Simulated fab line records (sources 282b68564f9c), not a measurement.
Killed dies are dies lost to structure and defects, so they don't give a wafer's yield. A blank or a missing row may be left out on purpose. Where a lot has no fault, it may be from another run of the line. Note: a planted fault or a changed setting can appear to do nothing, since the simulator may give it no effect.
fab line records || flow rit_cmos
record {"lots": 6, "wafers": 18, "last_day": 7}
route steps=202 shown FOX1@20 FOX2@23 NWELL@28
lots untouched by any fault: they come from a run of this same line in which no faults occurred
start_h: start of the lot's first displayed wafer, in hours after the record's first day || wait_h: hours since the lot's step before || " identical to the entry in the row above || L1.1+2: one row covering several wafers at once || - either no value or no given start || * or withheld: withheld || < > ~ a bound
route shown NAME@n: a module of which the file shows steps, and the number in the route of the first || usual: mean/standard deviation taken from wafers without a fault || same: alike in all rows || chamber/n: place in a boat || sites: the reading at each site || _std_site: standard deviation of those values || _edge_site: outer sites' mean less inner sites' || radius_mm: for every site, how far away it sits from the centre of the wafer || mask NAME#n: copy n || behind: tool/chamber where the wafer was last shaped || hold: why the lot was held/for how many hours/how that ended || device: names the non-switching transistor (n, p or np) || end of line: tests of these same wafers at the route's end || a step given without rows: its recipe and nothing more || killed: dies lost to structure and defects at the first sort, not the wafer's yield || map: shows each die of a wafer: x if killed, . if not, _ if none is there
set.NAME: the run value of the setting; set.NAME@STEP: its run value at that earlier step || model.NAME: the simulator's own value behind a step, which no gauge read
lots at selected steps of the route; one table per step, one row per wafer
## steps
# step RIT_FOX1_OXIDATION_00
# recipe {"temp_c": 1100, "ambient": "H2O", "target_thk_a": 3507, "p_h2o_torr": 720, "ox_time_s": 1130}
# step RIT_FOX1_THK_MEAS_01
# recipe {"reads": "SiO2_of_FOX1_OXIDATION_00"}
# usual {"FOX1_OXIDE_THK": "345/5.8"}
{"lot.wafer": "L742.1", "tool": "film_metro-03", "chamber": "-", "start_h": 44.53, "wait_h": 0.0, "FOX1_OXIDE_THK[nm]": 346}
{"lot.wafer": "L742.2", "tool": "film_metro-03", "chamber": "-", "start_h": 44.53, "wait_h": 0.0, "FOX1_OXIDE_THK[nm]": 343}
{"lot.wafer": "L742.6", "tool": "film_metro-03", "chamber": "-", "start_h": 44.53, "wait_h": 0.0, "FOX1_OXIDE_THK[nm]": 346}
{"lot.wafer": "L748.2", "tool": "film_metro-02", "chamber": "-", "start_h": 77.09, "wait_h": 0.0, "FOX1_OXIDE_THK[nm]": 333}
{"lot.wafer": "L748.3", "tool": "film_metro-02", "chamber": "-", "start_h": 77.09, "wait_h": 0.0, "FOX1_OXIDE_THK[nm]": 332}
{"lot.wafer": "L748.4", "tool": "film_metro-02", "chamber": "-", "start_h": 77.09, "wait_h": 0.0, "FOX1_OXIDE_THK[nm]": 339}
{"lot.wafer": "L756.1", "tool": "film_metro-03", "chamber": "-", "start_h": 123.53, "wait_h": 0.0, "FOX1_OXIDE_THK[nm]": 348}
{"lot.wafer": "L756.2", "tool": "film_metro-03", "chamber": "-", "start_h": 123.53, "wait_h": 0.0, "FOX1_OXIDE_THK[nm]": 353}
{"lot.wafer": "L756.3", "tool": "film_metro-03", "chamber": "-", "start_h": 123.53, "wait_h": 0.0, "FOX1_OXIDE_THK[nm]": 351}
{"lot.wafer": "L757.1", "tool": "film_metro-04", "chamber": "-", "start_h": 123.53, "wait_h": 0.0, "FOX1_OXIDE_THK[nm]": 338}
{"lot.wafer": "L757.3", "tool": "film_metro-04", "chamber": "-", "start_h": 123.53, "wait_h": 0.0, "FOX1_OXIDE_THK[nm]": 343}
{"lot.wafer": "L757.4", "tool": "film_metro-04", "chamber": "-", "start_h": 123.53, "wait_h": 0.0, "FOX1_OXIDE_THK[nm]": 341}
{"lot.wafer": "L758.1", "tool": "film_metro-02", "chamber": "-", "start_h": 123.53, "wait_h": 0.0, "FOX1_OXIDE_THK[nm]": 350}
{"lot.wafer": "L758.3", "tool": "film_metro-02", "chamber": "-", "start_h": 123.53, "wait_h": 0.0, "FOX1_OXIDE_THK[nm]": 348}
{"lot.wafer": "L758.5", "tool": "film_metro-02", "chamber": "-", "start_h": 123.53, "wait_h": 0.0, "FOX1_OXIDE_THK[nm]": 352}
{"lot.wafer": "L760.2", "tool": "film_metro-04", "chamber": "-", "start_h": 134.42, "wait_h": 0.0, "FOX1_OXIDE_THK[nm]": 346}
{"lot.wafer": "L760.3", "tool": "film_metro-04", "chamber": "-", "start_h": 134.42, "wait_h": 0.0, "FOX1_OXIDE_THK[nm]": 342}
{"lot.wafer": "L760.5", "tool": "film_metro-04", "chamber": "-", "start_h": 134.42, "wait_h": 0.0, "FOX1_OXIDE_THK[nm]": 341}
# step RIT_FOX1_WET_ETCH_02
# recipe {"chemistry": "BOE", "target_depth_nm": 350, "time_s": 390, "temp_c": 21.5, "dry": "n2_spin", "dilution": "10:1", "target": "SiO2"}
# step RIT_FOX2_OXIDATION_00
# recipe {"temp_c": 1100, "ambient": "H2O", "target_thk_a": 3507, "p_h2o_torr": 720, "ox_time_s": 1130}
# step RIT_FOX2_THK_MEAS_01
# recipe {"reads": "SiO2_of_FOX2_OXIDATION_00"}
# usual {"FOX2_OXIDE_THK": "345/6.2"}
{"lot.wafer": "L742.1", "tool": "film_metro-03", "chamber": "-", "start_h": 47.00, "wait_h": 0.0, "FOX2_OXIDE_THK[nm]": 352}
{"lot.wafer": "L742.2", "tool": "film_metro-03", "chamber": "-", "start_h": 47.00, "wait_h": 0.0, "FOX2_OXIDE_THK[nm]": 354}
{"lot.wafer": "L742.6", "tool": "film_metro-03", "chamber": "-", "start_h": 47.00, "wait_h": 0.0, "FOX2_OXIDE_THK[nm]": 348}
{"lot.wafer": "L748.2", "tool": "film_metro-01", "chamber": "-", "start_h": 80.32, "wait_h": 0.0, "FOX2_OXIDE_THK[nm]": 344}
{"lot.wafer": "L748.3", "tool": "film_metro-01", "chamber": "-", "start_h": 80.32, "wait_h": 0.0, "FOX2_OXIDE_THK[nm]": 342}
{"lot.wafer": "L748.4", "tool": "film_metro-01", "chamber": "-", "start_h": 80.32, "wait_h": 0.0, "FOX2_OXIDE_THK[nm]": 343}
{"lot.wafer": "L756.1", "tool": "film_metro-01", "chamber": "-", "start_h": 125.25, "wait_h": 0.0, "FOX2_OXIDE_THK[nm]": 346}
{"lot.wafer": "L756.2", "tool": "film_metro-01", "chamber": "-", "start_h": 125.25, "wait_h": 0.0, "FOX2_OXIDE_THK[nm]": 345}
{"lot.wafer": "L756.3", "tool": "film_metro-01", "chamber": "-", "start_h": 125.25, "wait_h": 0.0, "FOX2_OXIDE_THK[nm]": 345}
{"lot.wafer": "L757.1", "tool": "film_metro-02", "chamber": "-", "start_h": 125.25, "wait_h": 0.0, "FOX2_OXIDE_THK[nm]": 344}
{"lot.wafer": "L757.3", "tool": "film_metro-02", "chamber": "-", "start_h": 125.25, "wait_h": 0.0, "FOX2_OXIDE_THK[nm]": 346}
{"lot.wafer": "L757.4", "tool": "film_metro-02", "chamber": "-", "start_h": 125.25, "wait_h": 0.0, "FOX2_OXIDE_THK[nm]": 350}
{"lot.wafer": "L758.1", "tool": "film_metro-03", "chamber": "-", "start_h": 125.25, "wait_h": 0.0, "FOX2_OXIDE_THK[nm]": 343}
{"lot.wafer": "L758.3", "tool": "film_metro-03", "chamber": "-", "start_h": 125.25, "wait_h": 0.0, "FOX2_OXIDE_THK[nm]": 347}
{"lot.wafer": "L758.5", "tool": "film_metro-03", "chamber": "-", "start_h": 125.25, "wait_h": 0.0, "FOX2_OXIDE_THK[nm]": 347}
{"lot.wafer": "L760.2", "tool": "film_metro-02", "chamber": "-", "start_h": 135.91, "wait_h": 0.0, "FOX2_OXIDE_THK[nm]": 344}
{"lot.wafer": "L760.3", "tool": "film_metro-02", "chamber": "-", "start_h": 135.91, "wait_h": 0.0, "FOX2_OXIDE_THK[nm]": 346}
{"lot.wafer": "L760.5", "tool": "film_metro-02", "chamber": "-", "start_h": 135.91, "wait_h": 0.0, "FOX2_OXIDE_THK[nm]": 346}
# step RIT_FOX2_CLEAN_02
# recipe {"chemistry": "dHF", "dilution": "50:1", "time_s": 180}
# step RIT_FOX2_WET_ETCH_03
# recipe {"chemistry": "H3PO4", "target": "Si3N4", "target_depth_nm": 195, "temp_c": 165, "time_s": 2700}
# step RIT_FOX2_THK_MEAS_90
# recipe {"reads": "SiO2_of_FOX2_OXIDATION_00"}
# usual {"FIELD_OXIDE_LEFT_1_THK": "318/6.2"}
{"lot.wafer": "L742.1", "tool": "film_metro-03", "chamber": "-", "start_h": 47.87, "wait_h": 0.0, "FIELD_OXIDE_LEFT_1_THK[nm]": 325}
{"lot.wafer": "L742.2", "tool": "film_metro-03", "chamber": "-", "start_h": 47.87, "wait_h": 0.0, "FIELD_OXIDE_LEFT_1_THK[nm]": 327}
{"lot.wafer": "L742.6", "tool": "film_metro-03", "chamber": "-", "start_h": 47.87, "wait_h": 0.0, "FIELD_OXIDE_LEFT_1_THK[nm]": 321}
{"lot.wafer": "L748.2", "tool": "film_metro-02", "chamber": "-", "start_h": 81.20, "wait_h": 0.0, "FIELD_OXIDE_LEFT_1_THK[nm]": 316}
{"lot.wafer": "L748.3", "tool": "film_metro-02", "chamber": "-", "start_h": 81.20, "wait_h": 0.0, "FIELD_OXIDE_LEFT_1_THK[nm]": 315}
{"lot.wafer": "L748.4", "tool": "film_metro-02", "chamber": "-", "start_h": 81.20, "wait_h": 0.0, "FIELD_OXIDE_LEFT_1_THK[nm]": 316}
{"lot.wafer": "L756.1", "tool": "film_metro-03", "chamber": "-", "start_h": 126.13, "wait_h": 0.0, "FIELD_OXIDE_LEFT_1_THK[nm]": 320}
{"lot.wafer": "L756.2", "tool": "film_metro-03", "chamber": "-", "start_h": 126.13, "wait_h": 0.0, "FIELD_OXIDE_LEFT_1_THK[nm]": 318}
{"lot.wafer": "L756.3", "tool": "film_metro-03", "chamber": "-", "start_h": 126.13, "wait_h": 0.0, "FIELD_OXIDE_LEFT_1_THK[nm]": 318}
{"lot.wafer": "L757.1", "tool": "film_metro-01", "chamber": "-", "start_h": 126.13, "wait_h": 0.0, "FIELD_OXIDE_LEFT_1_THK[nm]": 317}
{"lot.wafer": "L757.3", "tool": "film_metro-01", "chamber": "-", "start_h": 126.13, "wait_h": 0.0, "FIELD_OXIDE_LEFT_1_THK[nm]": 319}
{"lot.wafer": "L757.4", "tool": "film_metro-01", "chamber": "-", "start_h": 126.13, "wait_h": 0.0, "FIELD_OXIDE_LEFT_1_THK[nm]": 323}
{"lot.wafer": "L758.1", "tool": "film_metro-02", "chamber": "-", "start_h": 126.13, "wait_h": 0.0, "FIELD_OXIDE_LEFT_1_THK[nm]": 316}
{"lot.wafer": "L758.3", "tool": "film_metro-02", "chamber": "-", "start_h": 126.13, "wait_h": 0.0, "FIELD_OXIDE_LEFT_1_THK[nm]": 320}
{"lot.wafer": "L758.5", "tool": "film_metro-02", "chamber": "-", "start_h": 126.13, "wait_h": 0.0, "FIELD_OXIDE_LEFT_1_THK[nm]": 320}
{"lot.wafer": "L760.2", "tool": "film_metro-03", "chamber": "-", "start_h": 136.79, "wait_h": 0.0, "FIELD_OXIDE_LEFT_1_THK[nm]": 317}
{"lot.wafer": "L760.3", "tool": "film_metro-03", "chamber": "-", "start_h": 136.79, "wait_h": 0.0, "FIELD_OXIDE_LEFT_1_THK[nm]": 320}
{"lot.wafer": "L760.5", "tool": "film_metro-03", "chamber": "-", "start_h": 136.79, "wait_h": 0.0, "FIELD_OXIDE_LEFT_1_THK[nm]": 319}
# step RIT_NWELL_HMDS_00
# recipe {"prime_time_s": 60, "prime_temp_c": 140}
# step RIT_NWELL_COAT_01
# recipe {"resist": "NOVOLAK", "spin_rpm": 2000, "resist_thk_nm": 1300}
# step RIT_NWELL_SOFTBAKE_02
# recipe {"resist": "NOVOLAK", "temp_c": 90, "time_s": 60}
# step RIT_NWELL_EXPOSE_03
# recipe {"mask_id": "M2", "na": 0.57, "target_cd_nm": 43900, "dose_mj": 250}
# step RIT_NWELL_PEB_04
# recipe {"resist": "NOVOLAK", "temp_c": "withheld", "time_s": "withheld"}
# usual {"chill_plate_temp_C": "*", "exhaust_pa": "45.0/0.92"}
{"lot.wafer": "L742.1", "tool": "litho_track-01", "chamber": 0, "start_h": 48.50, "wait_h": 0.1, "chill_plate_temp_C": "*", "exhaust_pa": 45.7}
{"lot.wafer": "L742.2", "tool": "litho_track-01", "chamber": 0, "start_h": 48.50, "wait_h": 0.1, "chill_plate_temp_C": "*", "exhaust_pa": 45.8}
{"lot.wafer": "L742.6", "tool": "litho_track-01", "chamber": 0, "start_h": 48.50, "wait_h": 0.1, "chill_plate_temp_C": "*", "exhaust_pa": 46.9}
{"lot.wafer": "L748.2", "tool": "litho_track-01", "chamber": 0, "start_h": 81.96, "wait_h": 0.1, "chill_plate_temp_C": "*", "exhaust_pa": 45.8}
{"lot.wafer": "L748.3", "tool": "litho_track-01", "chamber": 0, "start_h": 81.96, "wait_h": 0.1, "chill_plate_temp_C": "*", "exhaust_pa": 45.8}
{"lot.wafer": "L748.4", "tool": "litho_track-01", "chamber": 0, "start_h": 81.96, "wait_h": 0.1, "chill_plate_temp_C": "*", "exhaust_pa": 44.8}
{"lot.wafer": "L756.1", "tool": "litho_track-04", "chamber": "-", "start_h": 127.09, "wait_h": 0.2, "chill_plate_temp_C": "-", "exhaust_pa": "-"}
{"lot.wafer": "L756.2", "tool": "litho_track-04", "chamber": "-", "start_h": 127.09, "wait_h": 0.2, "chill_plate_temp_C": "-", "exhaust_pa": "-"}
{"lot.wafer": "L756.3", "tool": "litho_track-04", "chamber": "-", "start_h": 127.09, "wait_h": 0.2, "chill_plate_temp_C": "-", "exhaust_pa": "-"}
{"lot.wafer": "L757.1", "tool": "litho_track-01", "chamber": "-", "start_h": 127.09, "wait_h": 0.3, "chill_plate_temp_C": "-", "exhaust_pa": "-"}
{"lot.wafer": "L757.3", "tool": "litho_track-01", "chamber": "-", "start_h": 127.09, "wait_h": 0.3, "chill_plate_temp_C": "-", "exhaust_pa": "-"}
{"lot.wafer": "L757.4", "tool": "litho_track-01", "chamber": "-", "start_h": 127.09, "wait_h": 0.3, "chill_plate_temp_C": "-", "exhaust_pa": "-"}
{"lot.wafer": "L758.1", "tool": "litho_track-01", "chamber": 0, "start_h": 127.40, "wait_h": 0.3, "chill_plate_temp_C": "*", "exhaust_pa": 45.6}
{"lot.wafer": "L758.3", "tool": "litho_track-01", "chamber": 0, "start_h": 127.40, "wait_h": 0.3, "chill_plate_temp_C": "*", "exhaust_pa": 44.8}
{"lot.wafer": "L758.5", "tool": "litho_track-01", "chamber": 0, "start_h": 127.40, "wait_h": 0.3, "chill_plate_temp_C": "*", "exhaust_pa": 47.0}
{"lot.wafer": "L760.2", "tool": "litho_track-03", "chamber": 0, "start_h": 137.96, "wait_h": 0.5, "chill_plate_temp_C": "*", "exhaust_pa": 44.2}
{"lot.wafer": "L760.3", "tool": "litho_track-03", "chamber": 0, "start_h": 137.96, "wait_h": 0.5, "chill_plate_temp_C": "*", "exhaust_pa": 44.9}
{"lot.wafer": "L760.5", "tool": "litho_track-03", "chamber": 0, "start_h": 137.96, "wait_h": 0.5, "chill_plate_temp_C": "*", "exhaust_pa": 44.1}
# step RIT_NWELL_DEVELOP_05
# recipe {"resist": "NOVOLAK", "develop_time_s": 68, "dev_temp_c": 23}
## key
first_sign {"step": "RIT_NWELL_PEB_04", "reading": "tool_record", "direction": "missing"}
effect none on later readings
met_at RIT_NWELL_PEB_04
struck_wafers L756.1,L756.2,L756.3,L757.1,L757.3,L757.4
sort_left_out L756.1,L756.2,L756.3,L757.1,L757.3,L757.4
tester_left_out L756,L757
onset_between 81.96 127.09
fault {"kind": "skipped_step_whole", "tool": "litho_track-01,litho_track-04", "chamber": "-", "onset_h": 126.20, "steps": "RIT_NWELL_PEB_04", "scope": "struck_lots_only"}
# tester_left_out: of these lots the tester's yield and bins aren't shown, on N5 and GAA mostly nor the transistor test; their killed dies are dies lost to structure and defects alone, not to doping, threshold or leakage, so they don't give the yield
# sort_left_out: the simulated sort isn't trusted on such a fault, so these wafers' sort isn't shown, and their yield isn't known
